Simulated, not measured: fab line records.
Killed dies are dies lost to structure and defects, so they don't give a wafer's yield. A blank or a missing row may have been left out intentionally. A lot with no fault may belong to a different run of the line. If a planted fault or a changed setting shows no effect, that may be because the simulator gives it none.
Comparing a struck lot with a sound one | flow rit_cmos | 28 out of 202 route steps
Sound: the wafers L106.1, L106.4, L106.5. Struck: wafer L113.3 (left out: L113.1, L113.2 of the same lot, which were not struck); the cause appears at the end.
At each step with rows: each side's tool, then ch and its chambers, then its first start. Under that, the readings that differ: sound wafers | struck wafers | difference of the means | sigmas: that difference in standard deviations of wafers without a fault.
alike: words and numbers the same on both sides, and readings whose means are apart by under 2 such deviations; not compared: readings that were withheld, readings missing a value for some wafer, numbers with overlapping values and no deviation given by the record, and bounds like >300 which may hide the same value.
A row with sigmas, a row that says differs or no value, or rows on one side alone: a step with any of these is where the two part. Numbers that don't overlap but have no deviation are shown without sigmas and don't part them. Lack of a reading on every wafer of one side parts them only where that side has two or more wafers.

RIT_SDANNEAL_RTA_03: time 5 s.
  sound on rtp_anneal-02 ch 0, day 3 14:08; struck on rtp_anneal-01 ch 0, day 5 00:54
  alike: ramp_up_c_per_s, wafer_temp_C_max
RIT_SDANNEAL_RS_MEAS_04: the measuring method here is four-point-probe.
  struck on film_metro-02, day 5 00:58; sound on film_metro-02, day 3 14:12
  alike: PSD_RS
RIT_SDANNEAL_RS_MEAS_05: the measuring method here is four-point-probe.
  struck on film_metro-02, day 5 01:05; sound on film_metro-02, day 3 14:19
  alike: NSD_RS
RIT_SDANNEAL_RS_MEAS_06: the measuring method here is four-point-probe.
  struck on film_metro-02, day 5 01:12; sound on film_metro-02, day 3 14:26
  reading          | sound             | struck | difference | sigmas
  PLDD_RS (ohm/sq) | 178.7 177.8 178.4 | 179.4  | +1.1       | +2
RIT_SDANNEAL_RS_MEAS_07: the measuring method here is four-point-probe.
  struck on film_metro-02, day 5 01:19; sound on film_metro-02, day 3 14:34
  alike: NLDD_RS
then, 1 step without rows for these wafers: RIT_SILICIDE_WET_ETCH_00 (etches SiO2 in BOE, target depth 14 nm, time 15 s).
RIT_SILICIDE_SPUTTER_01: material Ti, target thk 30 nm, time 240 s.
  struck on pvd_sputter-04, day 5 01:27; sound on pvd_sputter-02, day 3 14:41
  alike: throttle_valve_pct
RIT_SILICIDE_RS_MEAS_02: the measuring method here is four-point-probe.
  struck on film_metro-01, day 5 01:36; sound on film_metro-03, day 3 14:50
  reading                 | sound          | struck | difference | sigmas
  SILICIDE_TI_RS (ohm/sq) | 50.3 50.3 50.6 | 52.2   | +1.8       | +2
RIT_SILICIDE_THK_MEAS_03: measures by xrf.
  struck on film_metro-01, day 5 01:43; sound on film_metro-03, day 3 14:58
  reading              | sound          | struck | difference | sigmas
  SILICIDE_TI_THK (nm) | 30.3 30.3 30.0 | 29.4   | -0.8       | -2
RIT_SILICIDE_RTA_04: time 10 s, ramp up 5 s, ramp down 5 s.
  sound on rtp_anneal-02 ch 0, day 3 15:01; struck on rtp_anneal-02 ch 0, day 5 01:47
  alike: wafer_temp_C_max
then, 1 step without rows for these wafers: RIT_SILICIDE_WET_ETCH_05 (etches Ti in SPM, time 120 s).
RIT_SILICIDE_RTA_06: time 10 s, ramp up 5 s, ramp down 10 s.
  sound on rtp_anneal-02 ch 0, day 3 15:08; struck on rtp_anneal-01 ch 0, day 5 01:53
  alike: wafer_temp_C_max
RIT_CONTACT_CVD_00: deposits SiO2 from TEOS, target thk 400 nm, time 61 s.
  sound on pecvd-04 ch 1,2, day 3 15:12; struck on pecvd-04 ch 0, day 5 01:58
  reading                                  | sound             | struck | difference | sigmas
  run_length_s (s)                         | 90.2 89.7 89.8    | 117.3  | +27.4      | +38
  model.SiO2_of_CONTACT_CVD_00.thk_nm (nm) | 399.9 407.4 408.8 | 593.4  | +188.0     |
  alike: heater_power_w
RIT_CONTACT_THK_MEAS_01:
  struck on film_metro-04, day 5 02:01; sound on film_metro-03, day 3 15:15
  reading               | sound       | struck | difference | sigmas
  CONTACT_TEOS_THK (nm) | 400 408 409 | 593    | +187       | +38
then, 6 steps without rows for these wafers: RIT_CONTACT_HMDS_02 (prime time 60 s); RIT_CONTACT_COAT_03 (resist thk 1000 nm); RIT_CONTACT_SOFTBAKE_04 (time 60 s); RIT_CONTACT_EXPOSE_05 (exposes mask M11, target cd 1000 nm); RIT_CONTACT_PEB_06; RIT_CONTACT_DEVELOP_07 (develop time 125.5 s).
RIT_CONTACT_CD_MEAS_08: the cd target is 1000 nm.
  struck on cd_sem-01, day 5 03:02; sound on cd_sem-02, day 3 16:24
  alike: cd_nm
RIT_CONTACT_OVL_MEAS_09:
  struck on overlay-02, day 5 03:09; sound on overlay-01, day 3 16:31
  alike: CONTACT_OVL
then, 1 step without rows for these wafers: RIT_CONTACT_HARDBAKE_10 (time 60 s).
RIT_CONTACT_ETCH_11: etches SiO2 in CHF3/CF4/Ar, stops on TiSi2, target depth 480 nm, time 320 s.
  sound on rie_diel-04 ch 1,2, day 3 16:52; struck on rie_diel-03 ch 1, day 5 03:20
  reading                             | sound             | struck | difference | sigmas
  oes_product_au (a.u.)               | 0.949 0.983 0.959 | 0.994  | +0.030     | +2
  model.CONTACT.feature_depth_nm (nm) | 399.9 407.4 408.8 | 473.3  | +67.9      |
  model.etch.depth_nm (nm)            | 399.9 407.4 408.8 | 473.3  | +67.9      |
  alike: drypump_motor_current_A, throttle_valve_pct
  not compared: rf_hours_counter_h
RIT_CONTACT_STRIP_12: strips in O2, time 180 s.
  sound on plasma_asher-02 ch 0,1, day 3 17:04; struck on plasma_asher-04 ch 1, day 5 03:32
  alike: drypump_motor_current_A, o2_flow_sccm
  not compared: rf_hours_counter_h
RIT_CONTACT_CD_MEAS_90: the cd target is 1000 nm.
  struck on cd_sem-01, day 5 03:43; sound on cd_sem-02, day 3 17:14
  alike: cd_nm
RIT_CONTACT_CLEAN_13: cleans in SC1, time 600 s.
  sound on wet_bench-04 ch 2, day 3 17:22; struck on wet_bench-02 ch 2, day 5 03:50
  reading                                  | sound             | struck | difference | sigmas
  model.SiO2_of_CONTACT_CVD_00.thk_nm (nm) | 395.8 403.3 404.7 | 589.2  | +187.9     |
then, 1 step without rows for these wafers: RIT_CONTACT_CLEAN_14 (cleans in SC2, time 600 s).

== WHERE THEY PART ==
At RIT_SDANNEAL_RS_MEAS_06 first; at RIT_CONTACT_ETCH_11 last (within this record only). Later steps at which nothing parts them and some readings are alike: RIT_CONTACT_STRIP_12, RIT_CONTACT_CD_MEAS_90.

WHY: what had been put in by the simulator
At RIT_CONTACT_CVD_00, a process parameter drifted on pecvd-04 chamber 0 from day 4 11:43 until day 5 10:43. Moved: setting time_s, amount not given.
